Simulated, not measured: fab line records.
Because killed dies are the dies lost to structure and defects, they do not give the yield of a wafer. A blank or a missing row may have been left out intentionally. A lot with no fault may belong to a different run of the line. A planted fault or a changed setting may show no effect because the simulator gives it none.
fab line records :: flow rit-cmos
record
  lots=5
  wafers=27
route steps=202 shown CONTACT@175
start-h: start of the lot's first displayed wafer, in hours after the record's first day :: wait-h: hours elapsed since this lot's preceding step :: " as in the row above :: L1.1+2: one row covering several wafers at once :: - no value, or no start given :: * or withheld: withheld :: < > ~ a bound
route shown NAME@n: a module of which the file shows steps, and the number in the route of the first :: usual: mean/standard deviation taken from wafers without a fault :: same: alike in all rows :: chamber/n: place in a boat :: sites: readings site by site :: _std_site: the values' standard deviation :: _edge_site: inner sites' mean taken away from outer sites' mean :: radius-mm: how far each site lies from the wafer's centre :: mask NAME#n: copy n :: behind: tool/chamber where the wafer was last shaped :: hold: the reason the lot was held/the length of the hold in hours/how it ended :: device: names the non-switching transistor (n, p or np) :: end of line: the same wafers' tests at the end of the route :: step lacking rows: just its recipe :: killed: the dies lost at the first sort to structure and to defects; this is not the yield of the wafer :: map: a wafer's dies, marking killed ones x, the rest . and places with no die _
set.NAME: the setting that was run; set.NAME@STEP: the one run at that earlier step :: model.NAME: the simulator's own value behind a step, which no gauge read
lots where settings were altered on purpose, with a table for each step and a row for each wafer
## steps
# step RIT_CONTACT_DEVELOP_07
# recipe
  resist=NOVOLAK
  develop-time-s=120
  dev-temp-c=23
lot.wafer: L074.1+3+6
tool: litho-track-02
chamber: 0
start-h: -
wait-h: -
set.develop-time-s: 169.8

lot.wafer: L074.2+4+5
tool: litho-track-02
chamber: 0
start-h: -
wait-h: -
set.develop-time-s: 120

lot.wafer: L075.1+2+6
tool: litho-track-02
chamber: 0
start-h: -
wait-h: -
set.develop-time-s: 148.6

lot.wafer: L075.3+4+5
tool: litho-track-02
chamber: 0
start-h: -
wait-h: -
set.develop-time-s: 120

lot.wafer: L076.1+3+4
tool: litho-track-02
chamber: 0
start-h: -
wait-h: -
set.develop-time-s: 174.7

lot.wafer: L076.2+5+6
tool: litho-track-02
chamber: 0
start-h: -
wait-h: -
set.develop-time-s: 120

lot.wafer: L083.1+2+3+4+5+6
tool: litho-track-02
chamber: 0
start-h: -
wait-h: -
set.develop-time-s: 120

lot.wafer: L085.1+2+3
tool: litho-track-02
chamber: 0
start-h: -
wait-h: -
set.develop-time-s: 120
# step RIT_CONTACT_CD_MEAS_08
# recipe
  target-cd-nm=1000
# usual
  cd-nm=1000.1/2.2
lot.wafer: L074.1
tool: cd-sem-02
chamber: -
start-h: 51.43
wait-h: -
set.develop-time-s@CONTACT_DEVELOP_07: 169.8
cd-nm: 1025.5

lot.wafer: L074.2
tool: cd-sem-02
chamber: -
start-h: 51.43
wait-h: -
set.develop-time-s@CONTACT_DEVELOP_07: 120
cd-nm: 998.9

lot.wafer: L074.3
tool: cd-sem-02
chamber: -
start-h: 51.43
wait-h: -
set.develop-time-s@CONTACT_DEVELOP_07: 169.8
cd-nm: 1026.7

lot.wafer: L074.4
tool: cd-sem-02
chamber: -
start-h: 51.43
wait-h: -
set.develop-time-s@CONTACT_DEVELOP_07: 120
cd-nm: 1000.0

lot.wafer: L074.5
tool: cd-sem-02
chamber: -
start-h: 51.43
wait-h: -
set.develop-time-s@CONTACT_DEVELOP_07: 120
cd-nm: 997.6

lot.wafer: L074.6
tool: cd-sem-02
chamber: -
start-h: 51.43
wait-h: -
set.develop-time-s@CONTACT_DEVELOP_07: 169.8
cd-nm: 1027.7

lot.wafer: L075.1
tool: cd-sem-02
chamber: -
start-h: 57.45
wait-h: -
set.develop-time-s@CONTACT_DEVELOP_07: 148.6
cd-nm: 1017.1

lot.wafer: L075.2
tool: cd-sem-02
chamber: -
start-h: 57.45
wait-h: -
set.develop-time-s@CONTACT_DEVELOP_07: 148.6
cd-nm: 1017.9

lot.wafer: L075.3
tool: cd-sem-02
chamber: -
start-h: 57.45
wait-h: -
set.develop-time-s@CONTACT_DEVELOP_07: 120
cd-nm: 1001.2

lot.wafer: L075.4
tool: cd-sem-02
chamber: -
start-h: 57.45
wait-h: -
set.develop-time-s@CONTACT_DEVELOP_07: 120
cd-nm: 1001.7

lot.wafer: L075.5
tool: cd-sem-02
chamber: -
start-h: 57.45
wait-h: -
set.develop-time-s@CONTACT_DEVELOP_07: 120
cd-nm: 998.5

lot.wafer: L075.6
tool: cd-sem-02
chamber: -
start-h: 57.45
wait-h: -
set.develop-time-s@CONTACT_DEVELOP_07: 148.6
cd-nm: 1018.1

lot.wafer: L076.1
tool: cd-sem-02
chamber: -
start-h: 64.24
wait-h: -
set.develop-time-s@CONTACT_DEVELOP_07: 174.7
cd-nm: 1025.9

lot.wafer: L076.2
tool: cd-sem-02
chamber: -
start-h: 64.24
wait-h: -
set.develop-time-s@CONTACT_DEVELOP_07: 120
cd-nm: 995.5

lot.wafer: L076.3
tool: cd-sem-02
chamber: -
start-h: 64.24
wait-h: -
set.develop-time-s@CONTACT_DEVELOP_07: 174.7
cd-nm: 1027.4

lot.wafer: L076.4
tool: cd-sem-02
chamber: -
start-h: 64.24
wait-h: -
set.develop-time-s@CONTACT_DEVELOP_07: 174.7
cd-nm: 1027.4

lot.wafer: L076.5
tool: cd-sem-02
chamber: -
start-h: 64.24
wait-h: -
set.develop-time-s@CONTACT_DEVELOP_07: 120
cd-nm: 999.0

lot.wafer: L076.6
tool: cd-sem-02
chamber: -
start-h: 64.24
wait-h: -
set.develop-time-s@CONTACT_DEVELOP_07: 120
cd-nm: 997.4

lot.wafer: L083.1
tool: cd-sem-01
chamber: -
start-h: 97.43
wait-h: -
set.develop-time-s@CONTACT_DEVELOP_07: 120
cd-nm: 1002.6

lot.wafer: L083.2
tool: cd-sem-01
chamber: -
start-h: 97.43
wait-h: -
set.develop-time-s@CONTACT_DEVELOP_07: 120
cd-nm: 1002.5

lot.wafer: L083.3
tool: cd-sem-01
chamber: -
start-h: 97.43
wait-h: -
set.develop-time-s@CONTACT_DEVELOP_07: 120
cd-nm: 1001.7

lot.wafer: L083.4
tool: cd-sem-01
chamber: -
start-h: 97.43
wait-h: -
set.develop-time-s@CONTACT_DEVELOP_07: 120
cd-nm: 1002.8

lot.wafer: L083.5
tool: cd-sem-01
chamber: -
start-h: 97.43
wait-h: -
set.develop-time-s@CONTACT_DEVELOP_07: 120
cd-nm: 1002.3

lot.wafer: L083.6
tool: cd-sem-01
chamber: -
start-h: 97.43
wait-h: -
set.develop-time-s@CONTACT_DEVELOP_07: 120
cd-nm: 1004.0

lot.wafer: L085.1
tool: cd-sem-01
chamber: -
start-h: 106.18
wait-h: -
set.develop-time-s@CONTACT_DEVELOP_07: 120
cd-nm: 999.2

lot.wafer: L085.2
tool: cd-sem-01
chamber: -
start-h: 106.18
wait-h: -
set.develop-time-s@CONTACT_DEVELOP_07: 120
cd-nm: 1001.4

lot.wafer: L085.3
tool: cd-sem-01
chamber: -
start-h: 106.18
wait-h: -
set.develop-time-s@CONTACT_DEVELOP_07: 120
cd-nm: 1001.2
# step RIT_CONTACT_HARDBAKE_10
# recipe
  resist=NOVOLAK
  temp-c=140
  time-s=60
# step RIT_CONTACT_ETCH_11
# recipe
  target-depth-a=4800
  over-etch-frac=0.2
  stop-on=TiSi2
  chemistry=CHF3/CF4/Ar
  target=SiO2
  CHF3_flow_sccm=50
  cf4-flow-sccm=10
  Ar_flow_sccm=100
  O2_flow_sccm=5
  pressure-mtorr=100
  rf-w=200
  time-s=320
lot.wafer: L074.1
tool: rie-diel-02
chamber: 3
start-h: 51.73
wait-h: 0.1
set.develop-time-s@CONTACT_DEVELOP_07: 169.8
model.CONTACT.cd-nm: 1025

lot.wafer: L074.2
tool: rie-diel-02
chamber: 0
start-h: 51.73
wait-h: 0.1
set.develop-time-s@CONTACT_DEVELOP_07: 120
model.CONTACT.cd-nm: 998.5

lot.wafer: L074.3
tool: rie-diel-02
chamber: 1
start-h: 51.73
wait-h: 0.1
set.develop-time-s@CONTACT_DEVELOP_07: 169.8
model.CONTACT.cd-nm: 1026

lot.wafer: L074.4
tool: rie-diel-02
chamber: 2
start-h: 51.73
wait-h: 0.1
set.develop-time-s@CONTACT_DEVELOP_07: 120
model.CONTACT.cd-nm: 999.3

lot.wafer: L074.5
tool: rie-diel-02
chamber: 1
start-h: 51.73
wait-h: 0.1
set.develop-time-s@CONTACT_DEVELOP_07: 120
model.CONTACT.cd-nm: 997.3

lot.wafer: L074.6
tool: rie-diel-02
chamber: 2
start-h: 51.73
wait-h: 0.1
set.develop-time-s@CONTACT_DEVELOP_07: 169.8
model.CONTACT.cd-nm: 1028

lot.wafer: L075.1
tool: rie-diel-01
chamber: 1
start-h: 57.75
wait-h: 0.1
set.develop-time-s@CONTACT_DEVELOP_07: 148.6
model.CONTACT.cd-nm: 1017

lot.wafer: L075.2+6
tool: rie-diel-01
chamber: 0,2
start-h: 57.75
wait-h: 0.1
set.develop-time-s@CONTACT_DEVELOP_07: 148.6
model.CONTACT.cd-nm: 1018

lot.wafer: L075.3+4
tool: rie-diel-01
chamber: 2,3
start-h: 57.75
wait-h: 0.1
set.develop-time-s@CONTACT_DEVELOP_07: 120
model.CONTACT.cd-nm: 1001

lot.wafer: L075.5
tool: rie-diel-01
chamber: 1
start-h: 57.75
wait-h: 0.1
set.develop-time-s@CONTACT_DEVELOP_07: 120
model.CONTACT.cd-nm: 998.5

lot.wafer: L076.1
tool: rie-diel-01
chamber: 1
start-h: 64.54
wait-h: 0.1
set.develop-time-s@CONTACT_DEVELOP_07: 174.7
model.CONTACT.cd-nm: 1026

lot.wafer: L076.2
tool: rie-diel-01
chamber: 3
start-h: 64.54
wait-h: 0.1
set.develop-time-s@CONTACT_DEVELOP_07: 120
model.CONTACT.cd-nm: 995.7

lot.wafer: L076.3+4
tool: rie-diel-01
chamber: 2,0
start-h: 64.54
wait-h: 0.1
set.develop-time-s@CONTACT_DEVELOP_07: 174.7
model.CONTACT.cd-nm: 1028

lot.wafer: L076.5
tool: rie-diel-01
chamber: 1
start-h: 64.54
wait-h: 0.1
set.develop-time-s@CONTACT_DEVELOP_07: 120
model.CONTACT.cd-nm: 998.9

lot.wafer: L076.6
tool: rie-diel-01
chamber: 0
start-h: 64.54
wait-h: 0.1
set.develop-time-s@CONTACT_DEVELOP_07: 120
model.CONTACT.cd-nm: 997.2

lot.wafer: L083.1+4
tool: rie-diel-02
chamber: 3
start-h: 97.73
wait-h: 0.1
set.develop-time-s@CONTACT_DEVELOP_07: 120
model.CONTACT.cd-nm: 1003

lot.wafer: L083.2+3+5
tool: rie-diel-02
chamber: 2,0,2
start-h: 97.73
wait-h: 0.1
set.develop-time-s@CONTACT_DEVELOP_07: 120
model.CONTACT.cd-nm: 1002

lot.wafer: L083.6
tool: rie-diel-02
chamber: 0
start-h: 97.73
wait-h: 0.1
set.develop-time-s@CONTACT_DEVELOP_07: 120
model.CONTACT.cd-nm: 1004

lot.wafer: L085.1
tool: rie-diel-02
chamber: 0
start-h: 106.49
wait-h: 0.1
set.develop-time-s@CONTACT_DEVELOP_07: 120
model.CONTACT.cd-nm: 999

lot.wafer: L085.2+3
tool: rie-diel-02
chamber: 2,3
start-h: 106.49
wait-h: 0.1
set.develop-time-s@CONTACT_DEVELOP_07: 120
model.CONTACT.cd-nm: 1001
# step RIT_CONTACT_STRIP_12
# recipe
  chemistry=O2
  time-s=180
  resist=NOVOLAK
  platen-temp-c=withheld
  power-w=500
  pressure-mtorr=4000
  o2-flow-sccm=4000
# step RIT_CONTACT_CD_MEAS_90
# recipe
  target-cd-nm=1000
# usual
  cd-nm=1000.1/2.2
lot.wafer: L074.1
tool: cd-sem-01
chamber: -
start-h: 52.10
wait-h: 0.1
set.develop-time-s@CONTACT_DEVELOP_07: 169.8
cd-nm: 1025.2

lot.wafer: L074.2
tool: cd-sem-01
chamber: -
start-h: 52.10
wait-h: 0.1
set.develop-time-s@CONTACT_DEVELOP_07: 120
cd-nm: 998.9

lot.wafer: L074.3
tool: cd-sem-01
chamber: -
start-h: 52.10
wait-h: 0.1
set.develop-time-s@CONTACT_DEVELOP_07: 169.8
cd-nm: 1026.6

lot.wafer: L074.4
tool: cd-sem-01
chamber: -
start-h: 52.10
wait-h: 0.1
set.develop-time-s@CONTACT_DEVELOP_07: 120
cd-nm: 999.2

lot.wafer: L074.5
tool: cd-sem-01
chamber: -
start-h: 52.10
wait-h: 0.1
set.develop-time-s@CONTACT_DEVELOP_07: 120
cd-nm: 997.4

lot.wafer: L074.6
tool: cd-sem-01
chamber: -
start-h: 52.10
wait-h: 0.1
set.develop-time-s@CONTACT_DEVELOP_07: 169.8
cd-nm: 1027.6

lot.wafer: L075.1
tool: cd-sem-01
chamber: -
start-h: 58.12
wait-h: 0.1
set.develop-time-s@CONTACT_DEVELOP_07: 148.6
cd-nm: 1016.9

lot.wafer: L075.2
tool: cd-sem-01
chamber: -
start-h: 58.12
wait-h: 0.1
set.develop-time-s@CONTACT_DEVELOP_07: 148.6
cd-nm: 1017.8

lot.wafer: L075.3
tool: cd-sem-01
chamber: -
start-h: 58.12
wait-h: 0.1
set.develop-time-s@CONTACT_DEVELOP_07: 120
cd-nm: 1001.3

lot.wafer: L075.4
tool: cd-sem-01
chamber: -
start-h: 58.12
wait-h: 0.1
set.develop-time-s@CONTACT_DEVELOP_07: 120
cd-nm: 1001.4

lot.wafer: L075.5
tool: cd-sem-01
chamber: -
start-h: 58.12
wait-h: 0.1
set.develop-time-s@CONTACT_DEVELOP_07: 120
cd-nm: 998.4

lot.wafer: L075.6
tool: cd-sem-01
chamber: -
start-h: 58.12
wait-h: 0.1
set.develop-time-s@CONTACT_DEVELOP_07: 148.6
cd-nm: 1018.4

lot.wafer: L076.1
tool: cd-sem-01
chamber: -
start-h: 64.91
wait-h: 0.1
set.develop-time-s@CONTACT_DEVELOP_07: 174.7
cd-nm: 1026.3

lot.wafer: L076.2
tool: cd-sem-01
chamber: -
start-h: 64.91
wait-h: 0.1
set.develop-time-s@CONTACT_DEVELOP_07: 120
cd-nm: 995.9

lot.wafer: L076.3
tool: cd-sem-01
chamber: -
start-h: 64.91
wait-h: 0.1
set.develop-time-s@CONTACT_DEVELOP_07: 174.7
cd-nm: 1027.7

lot.wafer: L076.4
tool: cd-sem-01
chamber: -
start-h: 64.91
wait-h: 0.1
set.develop-time-s@CONTACT_DEVELOP_07: 174.7
cd-nm: 1027.8

lot.wafer: L076.5
tool: cd-sem-01
chamber: -
start-h: 64.91
wait-h: 0.1
set.develop-time-s@CONTACT_DEVELOP_07: 120
cd-nm: 998.9

lot.wafer: L076.6
tool: cd-sem-01
chamber: -
start-h: 64.91
wait-h: 0.1
set.develop-time-s@CONTACT_DEVELOP_07: 120
cd-nm: 997.0

lot.wafer: L083.1
tool: cd-sem-01
chamber: -
start-h: 98.10
wait-h: 0.1
set.develop-time-s@CONTACT_DEVELOP_07: 120
cd-nm: 1003.3

lot.wafer: L083.2
tool: cd-sem-01
chamber: -
start-h: 98.10
wait-h: 0.1
set.develop-time-s@CONTACT_DEVELOP_07: 120
cd-nm: 1001.9

lot.wafer: L083.3
tool: cd-sem-01
chamber: -
start-h: 98.10
wait-h: 0.1
set.develop-time-s@CONTACT_DEVELOP_07: 120
cd-nm: 1001.4

lot.wafer: L083.4
tool: cd-sem-01
chamber: -
start-h: 98.10
wait-h: 0.1
set.develop-time-s@CONTACT_DEVELOP_07: 120
cd-nm: 1002.8

lot.wafer: L083.5
tool: cd-sem-01
chamber: -
start-h: 98.10
wait-h: 0.1
set.develop-time-s@CONTACT_DEVELOP_07: 120
cd-nm: 1002.7

lot.wafer: L083.6
tool: cd-sem-01
chamber: -
start-h: 98.10
wait-h: 0.1
set.develop-time-s@CONTACT_DEVELOP_07: 120
cd-nm: 1003.9

lot.wafer: L085.1
tool: cd-sem-01
chamber: -
start-h: 106.86
wait-h: 0.1
set.develop-time-s@CONTACT_DEVELOP_07: 120
cd-nm: 999.2

lot.wafer: L085.2
tool: cd-sem-01
chamber: -
start-h: 106.86
wait-h: 0.1
set.develop-time-s@CONTACT_DEVELOP_07: 120
cd-nm: 1000.8

lot.wafer: L085.3
tool: cd-sem-01
chamber: -
start-h: 106.86
wait-h: 0.1
set.develop-time-s@CONTACT_DEVELOP_07: 120
cd-nm: 1000.5
## key
split
  step=RIT_CONTACT_DEVELOP_07
  setting=develop-time-s
  stated=120
  by=wafer
response
  step=RIT_CONTACT_CD_MEAS_08
  reading=cd-nm
  change=+0.668
  per=1%
  r=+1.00
response
  step=RIT_CONTACT_ETCH_11
  reading=model.CONTACT.cd-nm
  change=+0.673
  per=1%
  r=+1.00
response
  step=RIT_CONTACT_CD_MEAS_90
  reading=cd-nm
  change=+0.673
  per=1%
  r=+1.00
